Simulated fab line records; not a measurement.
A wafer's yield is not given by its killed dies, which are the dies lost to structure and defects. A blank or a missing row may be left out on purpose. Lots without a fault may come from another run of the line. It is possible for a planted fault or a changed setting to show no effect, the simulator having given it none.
Matching of chambers | flow berkeleyCmos170 | UCB170_V2_CMP_02 on cmp-01: 4 sister chambers
The step polishes SiO2. 8 wafers are shown with their chamber, then 8 later ones without.

== WAFERS PAIRED WITH THEIR CHAMBERS ==
wafer  | chamber | motorCurrentA (A) | slurryFlowMlMin
L808.5 | 0       | 15.6              | 150.2
L812.4 | 2       | 20.3              | 149.6
L809.4 | 2       | 20.2              | 150.2
L809.6 | 3       | 17.3              | 150.2
L813.3 | 1       | 17.9              | 149.9
L813.5 | 0       | 16.2              | 148.9
L813.6 | 3       | 17.1              | 150.9
L821.1 | 1       | 18.4              | 149.8

== WAFERS WITH NO CHAMBER GIVEN ==
wafer  | motorCurrentA (A) | slurryFlowMlMin
L821.4 | 16.7              | 150.7
L821.6 | 16.5              | 150.5
L824.1 | 19.2              | 149.9
L824.3 | 17.0              | 150.6
L824.6 | 19.2              | 149.8
L828.1 | 15.7              | 150.3
L828.2 | 16.4              | 149.8
L828.4 | 18.7              | 150.4

== EACH ONE'S CHAMBER ==
wafer  | from the rows above     | in truth
L821.4 | can't be placed: 3 or 0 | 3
L821.6 | can't be placed: 3 or 0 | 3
L824.1 | can't be placed: 2 or 1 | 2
L824.3 | 3                       | 3
L824.6 | can't be placed: 1 or 2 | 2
L828.1 | 0                       | 0
L828.2 | can't be placed: 0 or 3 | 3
L828.4 | 1                       | 1
Correct placement for 3 of the 8. From these rows, 5 cannot be placed; in 5 the true chamber is one of the candidates. 0 placed wrongly.
How it was worked out, from the rows above alone: a wafer's distance from a chamber is the root of the sum, over the readings, of the square of ((its reading less the chamber's mean) divided by the reading's scatter). The wafer belongs to the nearest chamber; if the next one is less than 2 further off, it can't be placed. The mean given for a chamber averages the wafers shown for that chamber. How the scatter is found: for the shown wafers, subtract from each reading the mean of its chamber, square and add these, divide the total by (wafers less chambers), then take the root.
